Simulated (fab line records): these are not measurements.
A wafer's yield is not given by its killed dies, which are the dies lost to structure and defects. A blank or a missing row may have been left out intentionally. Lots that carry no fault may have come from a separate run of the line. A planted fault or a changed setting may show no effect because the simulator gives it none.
The tool behind it: which one? + flow rit cmos + 39 wafers from 13 lots sampled at 4 of the route's 202 steps

== WHAT EACH GAUGE READ, for each wafer ==
RIT_NWELL_TW_MEAS_10. Usual: NWELL_TW 2138, standard deviation 22.
| lot  | measured    | on            | NWELL_TW       | flag |
|------|-------------|---------------|----------------|------|
| L165 | day 2 07:01 | film metro-02 | 2160 2167 2165 |      |
| L166 | day 2 10:38 | film metro-02 | 2163 2164 2158 |      |
| L167 | day 2 10:55 | film metro-04 | 2107 2103 2115 |      |
| L168 | day 2 19:10 | film metro-02 | 2168 2172 2165 |      |
| L169 | day 2 22:47 | film metro-04 | 2099 2105 2100 |      |
| L171 | day 3 04:43 | film metro-04 | 2125 2120 2116 |      |
| L172 | day 3 10:04 | film metro-03 | 2136 2134 2137 |      |
| L180 | day 5 03:16 | film metro-03 | 2143 2135 2144 |      |
| L183 | day 5 16:32 | film metro-03 | 2151 2144 2136 |      |
| L184 | day 5 22:43 | film metro-03 | 2147 2148 2136 |      |
| L185 | day 6 02:45 | film metro-03 | 2119 2131 2136 |      |
| L187 | day 6 13:48 | film metro-02 | 2144 2145 2141 |      |
| L188 | day 6 17:31 | film metro-04 | 2114 2097 2118 |      |

RIT_PLDD_TW_MEAS_10. Usual: PLDD_TW 2332, standard deviation 16.
| lot  | measured    | on            | PLDD_TW           | flag |
|------|-------------|---------------|-------------------|------|
| L165 | day 3 08:16 | film metro-03 | 2327 2333 2323    |      |
| L166 | day 3 12:52 | film metro-01 | 2351 2349 2339    |      |
| L167 | day 3 12:39 | film metro-01 | 2337 2350 2345    |      |
| L168 | day 3 19:05 | film metro-04 | 2303 2326 2315    |      |
| L169 | day 3 22:48 | film metro-01 | 2350 2339 2345    |      |
| L171 | day 4 07:18 | film metro-03 | 2322 2319 2327    |      |
| L172 | day 4 13:25 | film metro-01 | 30 30 30 30 30 30 | OFF  |
| L180 | day 6 05:42 | film metro-03 | 2343 2336 2332    |      |
| L183 | day 6 19:49 | film metro-04 | 2294 2309 2314    |      |
| L184 | day 6 22:42 | film metro-04 | 2307 2307 2316    |      |
| L185 | day 7 03:46 | film metro-04 | 2322 2327 2325    |      |
| L187 | day 7 15:21 | film metro-04 | 2317 2324 2317    |      |
| L188 | day 7 19:44 | film metro-03 | 2338 2335 2357    |      |

== WHAT TOOL EACH LOT RAN ON (gives the tool, then ch and the chambers of the sampled wafers, and finally the start) ==
| lot  | RIT_NRETRO_STRIP_09                 | RIT_NLDD_STRIP_09                   |
|------|-------------------------------------|-------------------------------------|
| L165 | plasma asher-04 ch 0,1, day 2 16:55 | plasma asher-03 ch 0,1, day 3 06:32 |
| L166 | plasma asher-03 ch 0,1, day 2 21:03 | plasma asher-04 ch 0,1, day 3 11:09 |
| L167 | plasma asher-04 ch 0,1, day 2 21:21 | plasma asher-01 ch 0,1, day 3 10:58 |
| L168 | plasma asher-04 ch 0,1, day 3 03:38 | plasma asher-04 ch 0,1, day 3 17:22 |
| L169 | plasma asher-03 ch 0,1, day 3 07:59 | plasma asher-01 ch 0,1, day 3 21:04 |
| L171 | plasma asher-03 ch 0,1, day 3 14:23 | plasma asher-04 ch 0,1, day 4 05:35 |
| L172 | plasma asher-03 ch 0,1, day 3 18:41 | plasma asher-01 ch 0,1, day 4 11:41 |
| L180 | plasma asher-03 ch 0,1, day 5 12:29 | plasma asher-04 ch 0,1, day 6 04:08 |
| L183 | plasma asher-03 ch 0,1, day 6 02:47 | plasma asher-01 ch 0,1, day 6 18:13 |
| L184 | plasma asher-03 ch 0,1, day 6 07:53 | plasma asher-01 ch 0,1, day 6 21:06 |
| L185 | plasma asher-02 ch 0,1, day 6 12:55 | plasma asher-04 ch 1, day 7 01:58   |
| L187 | plasma asher-03 ch 0,1, day 6 23:23 | plasma asher-03 ch 1, day 7 13:38   |
| L188 | plasma asher-03 ch 0,1, day 7 02:15 | plasma asher-04 ch 0,1, day 7 17:52 |
- RIT_NRETRO_STRIP_09: strips in O2, time 180 s.
- RIT_NLDD_STRIP_09: strips in O2, time 180 s.

== AS READ BY THE TOOLS THEMSELVES (means over the sampled wafers that have a number; for cases with no such wafer, the mark the record gives instead) ==
RIT_NRETRO_STRIP_09. Usual: chamber pressure mTorr 4000 mTorr, standard deviation 3.7; drypump motor current A 5.8 A, standard deviation 0.52; run length s 208.4 s, standard deviation 0.54.
| lot  | tool            | chamber pressure mTorr (mTorr) | drypump motor current A (A) | run length s (s) | flag |
|------|-----------------|--------------------------------|-----------------------------|------------------|------|
| L165 | plasma asher-04 | 3999                           | 5.3                         | 207.9            |      |
| L166 | plasma asher-03 | 4003                           | 6.2                         | 208.9            |      |
| L167 | plasma asher-04 | 3999                           | 5.4                         | 207.7            |      |
| L168 | plasma asher-04 | 4000                           | 5.5                         | 207.8            |      |
| L169 | plasma asher-03 | 3997                           | 6.4                         | 209.1            |      |
| L171 | plasma asher-03 | 4000                           | 6.2                         | 208.7            |      |
| L172 | plasma asher-03 | 3997                           | 6.2                         | 208.8            |      |
| L180 | plasma asher-03 | 4001                           | 6.4                         | 208.8            |      |
| L183 | plasma asher-03 | 4005                           | 6.4                         | 209.1            |      |
| L184 | plasma asher-03 | 3999                           | 6.4                         | 209.0            |      |
| L185 | plasma asher-02 | 3996                           | 5.5                         | 207.9            |      |
| L187 | plasma asher-03 | 3997                           | 6.4                         | 209.1            |      |
| L188 | plasma asher-03 | 3998                           | 6.5                         | 209.1            |      |

RIT_NLDD_STRIP_09. Usual: chamber pressure mTorr 4000 mTorr, standard deviation 4; drypump motor current A 5.5 A, standard deviation 0.4; run length s 208.2 s, standard deviation 0.43.
| lot  | tool            | chamber pressure mTorr (mTorr) | drypump motor current A (A) | run length s (s) | flag |
|------|-----------------|--------------------------------|-----------------------------|------------------|------|
| L165 | plasma asher-03 | 3996                           | 6.2                         | 208.9            |      |
| L166 | plasma asher-04 | 3998                           | 5.5                         | 208.0            |      |
| L167 | plasma asher-01 | 4004                           | 5.3                         | 208.5            |      |
| L168 | plasma asher-04 | 4000                           | 5.3                         | 207.7            |      |
| L169 | plasma asher-01 | 3996                           | 5.4                         | 208.3            |      |
| L171 | plasma asher-04 | 4001                           | 5.3                         | 207.9            |      |
| L172 | plasma asher-01 | 3999                           | 5.2                         | 72.3             | OFF  |
| L180 | plasma asher-04 | 3995                           | 5.5                         | 207.8            |      |
| L183 | plasma asher-01 | 4001                           | 5.3                         | 208.1            |      |
| L184 | plasma asher-01 | 3999                           | 5.2                         | 208.1            |      |
| L185 | plasma asher-04 | 4000                           | 5.1                         | 208.0            |      |
| L187 | plasma asher-03 | 4000                           | 6.7                         | 209.2            | OFF  |
| L188 | plasma asher-04 | 4003                           | 5.3                         | 208.0            |      |

== THE ANSWER, worked out from the rows above alone ==
Rule: lot off if the mean of its wafers having a number is beyond 3 standard deviations from the usual mean. A lot without any number at a reading at which 4 lots or more have one is off too. Any other lot the step has rows for is counted as sound. After the gauges, taken in route order, come the tools' own readings; for these a lot's mean is taken, as printed above. At the first step where some lot is off, the reading lying furthest off is the one used; lots without a number count as furthest.
Off: L172, at RIT_PLDD_TW_MEAS_10 (PLDD_TW).
If a tool, at a process step before that reading, ran all the lots that are off and no sound lot after the first of them, it fits. The gauges at RIT_PLDD_TW_MEAS_10 aren't tried: what is off there is off at RIT_NLDD_STRIP_09 too, on other tools, and a gauge's error can't cause that. Not one of the candidates tried fits.

== WHAT THE SIMULATOR PUT IN ==
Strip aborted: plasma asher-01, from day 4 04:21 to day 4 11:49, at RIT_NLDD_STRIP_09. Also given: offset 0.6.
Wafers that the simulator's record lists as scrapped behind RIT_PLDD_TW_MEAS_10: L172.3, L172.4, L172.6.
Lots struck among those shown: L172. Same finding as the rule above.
